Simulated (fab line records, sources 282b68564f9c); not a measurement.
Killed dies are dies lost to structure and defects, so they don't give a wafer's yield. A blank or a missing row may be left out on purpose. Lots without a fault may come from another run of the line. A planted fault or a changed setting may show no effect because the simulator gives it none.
Tool commonality check | flow rit_cmos | 13 lots, 39 wafers sampled

WHY IT WAS OPENED
At RIT_GATE_THK_MEAS_09 the reading GATE_POLY_THK is flagged on 1 of 13 lots. Wafers without a fault read 250.5 nm, standard deviation 2.6.
Rule: a lot is flagged when every wafer of it that has a number lies more than 4 standard deviations from that mean, or none has a number. The other lots count as sound.

lot  | measured    | on            | GATE_POLY_THK (nm), wafer by wafer | flag
L334 | day 2 16:34 | film_metro-01 | 247.2 247.4 249.7                  |
L335 | day 2 17:04 | film_metro-03 | 250.7 249.7 250.4                  |
L337 | day 3 04:31 | film_metro-01 | 251.3 248.4 250.5                  |
L340 | day 3 20:05 | film_metro-03 | 358.1 354.7 358.5                  | FLAGGED
L342 | day 4 07:07 | film_metro-02 | 248.9 247.0 247.1                  |
L348 | day 5 15:46 | film_metro-01 | 247.5 247.7 247.8                  |
L350 | day 5 21:36 | film_metro-03 | 248.6 248.1 249.1                  |
L351 | day 6 06:54 | film_metro-02 | 249.3 249.7 247.1                  |
L352 | day 6 09:29 | film_metro-01 | 252.6 254.3 252.4                  |
L353 | day 6 12:20 | film_metro-01 | 249.0 247.4 249.1                  |
L354 | day 6 19:18 | film_metro-02 | 255.9 253.5 255.2                  |
L355 | day 7 01:13 | film_metro-01 | 247.9 248.7 248.6                  |
L356 | day 7 04:32 | film_metro-01 | 253.3 254.3 253.1                  |
The numbers of the flagged lots are 357.1 nm on average: +106.6 nm against the usual, or +41 standard deviations.

WHICH TOOL RAN EACH LOT
The record holds 1 process step before the reading, out of a route of 202 steps. In each cell: the tool, then ch and the chambers that the sampled wafers went through, then the start.
lot  | flag    | RIT_GATE_CVD_08
L334 |         | lpcvd-02 ch 0, day 2 14:09
L335 |         | lpcvd-01 ch 1, day 2 15:26
L337 |         | lpcvd-01 ch 1, day 3 02:53
L340 | FLAGGED | lpcvd-01 ch 0, day 3 18:28
L342 |         | lpcvd-02 ch 1, day 4 04:41
L348 |         | lpcvd-02 ch 1, day 5 13:20
L350 |         | lpcvd-02 ch 1, day 5 19:10
L351 |         | lpcvd-02 ch 0, day 6 04:28
L352 |         | lpcvd-01 ch 1, day 6 07:51
L353 |         | lpcvd-02 ch 1, day 6 09:53
L354 |         | lpcvd-01 ch 1, day 6 17:41
L355 |         | lpcvd-02 ch 1, day 6 23:35
L356 |         | lpcvd-01 ch 0, day 7 02:55
What these steps do:
- RIT_GATE_CVD_08: deposits poly-Si from SiH4, target thk 250 nm, time 2220 s.
- RIT_GATE_THK_MEAS_09

FLAGGED OVER TOTAL, TOOL BY TOOL (the gauges that took the reading come last)
step                 | tool          | lots run | flagged | share of the flagged lots | sound lots run after its first flagged lot
RIT_GATE_CVD_08      | lpcvd-01      | 6        | 1       | all                       | 3 (L352,L354,L356)
RIT_GATE_CVD_08      | lpcvd-02      | 7        | 0       | none                      | -
RIT_GATE_THK_MEAS_09 | film_metro-01 | 7        | 0       | none                      | -
RIT_GATE_THK_MEAS_09 | film_metro-02 | 3        | 0       | none                      | -
RIT_GATE_THK_MEAS_09 | film_metro-03 | 3        | 1       | all                       | 1 (L350)

WHAT THE TABLE ALLOWS
2 rows of the table ran every flagged lot: lpcvd-01 at RIT_GATE_CVD_08, film_metro-03 at RIT_GATE_THK_MEAS_09.
- lpcvd-01 at RIT_GATE_CVD_08: 1 of its 6 lots flagged. Sound lots ran on it after the first flagged one (L352, L354, L356), which a lasting fault on the whole tool wouldn't allow. Its own readings lie more than 4 standard deviations out on every wafer of the flagged lots: spike_tc_centre_C, spike_tc_load_C, spike_tc_source_C, susceptor_temp_C.
- film_metro-03 at RIT_GATE_THK_MEAS_09: 1 of its 3 lots flagged. Sound lots ran on it after the first flagged one (L350), which a lasting fault on the whole tool wouldn't allow.
No row of the table ran every flagged lot and no sound lot after the first.

WHAT THE SIMULATOR HAD PUT IN
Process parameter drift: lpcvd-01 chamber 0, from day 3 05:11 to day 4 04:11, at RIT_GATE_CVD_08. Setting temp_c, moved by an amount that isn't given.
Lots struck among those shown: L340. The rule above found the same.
